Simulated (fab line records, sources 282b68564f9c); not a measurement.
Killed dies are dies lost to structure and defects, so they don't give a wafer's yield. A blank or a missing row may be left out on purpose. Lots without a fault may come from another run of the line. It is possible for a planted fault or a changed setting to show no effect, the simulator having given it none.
Tool commonality check + flow ritCmos + 42 wafers sampled across 14 lots

WHY IT WAS OPENED
2 of 14 lots carry a flag on the reading PSD_RS at RIT_SDANNEAL_RS_MEAS_04. Fault-free wafers read 115.70 ohm/sq, with a standard deviation of 0.27.
Rule: a lot is flagged when every wafer of it that has a number lies more than 4 standard deviations from that mean, or none has a number. All remaining lots are regarded as sound.

| lot  | measured    | on           | PSD_RS (ohm/sq), wafer by wafer | flag    |
|------|-------------|--------------|---------------------------------|---------|
| L859 | day 3 14:06 | filmMetro-02 | 115.79 115.43 115.66            |         |
| L862 | day 4 04:58 | filmMetro-04 | 115.62 115.50 115.09            |         |
| L863 | day 4 05:32 | filmMetro-02 | 115.52 115.50 115.89            |         |
| L864 | day 4 13:10 | filmMetro-02 | 115.90 115.73 115.69            |         |
| L865 | day 4 16:20 | filmMetro-04 | 115.60 115.59 115.35            |         |
| L866 | day 4 21:56 | filmMetro-01 | 115.71 116.10 115.91            |         |
| L867 | day 5 04:32 | filmMetro-04 | 116.04 115.94 116.42            |         |
| L869 | day 5 11:25 | filmMetro-02 | 72.44 72.75 72.45               | FLAGGED |
| L871 | day 5 19:55 | filmMetro-02 | 72.59 72.67 72.49               | FLAGGED |
| L874 | day 6 13:39 | filmMetro-01 | 115.77 115.65 115.65            |         |
| L876 | day 7 00:56 | filmMetro-04 | 115.37 115.51 115.44            |         |
| L878 | day 7 09:43 | filmMetro-02 | 116.30 115.38 115.62            |         |
| L880 | day 7 18:34 | filmMetro-01 | 115.65 115.96 115.79            |         |
| L882 | day 8 05:56 | filmMetro-01 | 115.58 115.63 115.53            |         |
Averaged over the flagged lots the numbers come to 72.56 ohm/sq, -43.14 ohm/sq from the usual (-99 or more standard deviations).

WHICH TOOL EACH LOT WENT THROUGH
The record holds 1 process step before the reading, out of a route of 202 steps. Cell contents, in order: the tool; ch with the chambers the sampled wafers went through; the start.
| lot  | flag    | RIT_SDANNEAL_RTA_03            |
|------|---------|--------------------------------|
| L859 |         | rtpAnneal-01 ch 0, day 3 14:01 |
| L862 |         | rtpAnneal-02 ch 0, day 4 04:54 |
| L863 |         | rtpAnneal-01 ch 0, day 4 05:29 |
| L864 |         | rtpAnneal-02 ch 0, day 4 13:07 |
| L865 |         | rtpAnneal-01 ch 0, day 4 16:17 |
| L866 |         | rtpAnneal-02 ch 0, day 4 21:53 |
| L867 |         | rtpAnneal-01 ch 0, day 5 04:28 |
| L869 | FLAGGED | rtpAnneal-01 ch 0, day 5 11:20 |
| L871 | FLAGGED | rtpAnneal-01 ch 0, day 5 19:52 |
| L874 |         | rtpAnneal-02 ch 0, day 6 13:35 |
| L876 |         | rtpAnneal-02 ch 0, day 7 00:53 |
| L878 |         | rtpAnneal-02 ch 0, day 7 09:40 |
| L880 |         | rtpAnneal-02 ch 0, day 7 18:29 |
| L882 |         | rtpAnneal-02 ch 0, day 8 05:52 |
What the steps here do:
- RIT_SDANNEAL_RTA_03: time 5 s.
- RIT_SDANNEAL_RS_MEAS_04: measures by four-point-probe.

FLAGGED OVER TOTAL, TOOL BY TOOL (the gauges that took the reading come last)
| step                    | tool         | lots run | flagged | share of the flagged lots | sound lots run after its first flagged lot |
|-------------------------|--------------|----------|---------|---------------------------|--------------------------------------------|
| RIT_SDANNEAL_RTA_03     | rtpAnneal-01 | 6        | 2       | all                       | 0                                          |
| RIT_SDANNEAL_RTA_03     | rtpAnneal-02 | 8        | 0       | none                      | -                                          |
| RIT_SDANNEAL_RS_MEAS_04 | filmMetro-01 | 4        | 0       | none                      | -                                          |
| RIT_SDANNEAL_RS_MEAS_04 | filmMetro-02 | 6        | 2       | all                       | 1 (L878)                                   |
| RIT_SDANNEAL_RS_MEAS_04 | filmMetro-04 | 4        | 0       | none                      | -                                          |

WHAT IS ALLOWED BY THE TABLE
2 rows of the table ran every flagged lot: rtpAnneal-01 at RIT_SDANNEAL_RTA_03, filmMetro-02 at RIT_SDANNEAL_RS_MEAS_04.
- rtpAnneal-01 at RIT_SDANNEAL_RTA_03: 2 of its 6 lots flagged. A fault beginning between L867 (day 5 04:28), its last sound lot, and L869 (day 5 11:20), its first flagged one, fits the data.
- filmMetro-02 at RIT_SDANNEAL_RS_MEAS_04: 2 of its 6 lots flagged. Sound lots followed the first flagged one (L878) on it, something a lasting fault affecting the whole tool could not allow.
Left over: one tool, rtpAnneal-01 at RIT_SDANNEAL_RTA_03.

WHAT THE SIMULATOR PUT IN
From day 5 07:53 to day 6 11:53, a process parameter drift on rtpAnneal-01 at RIT_SDANNEAL_RTA_03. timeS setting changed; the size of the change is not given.
Lots struck among those shown: L869, L871. The same result came from the rule above.
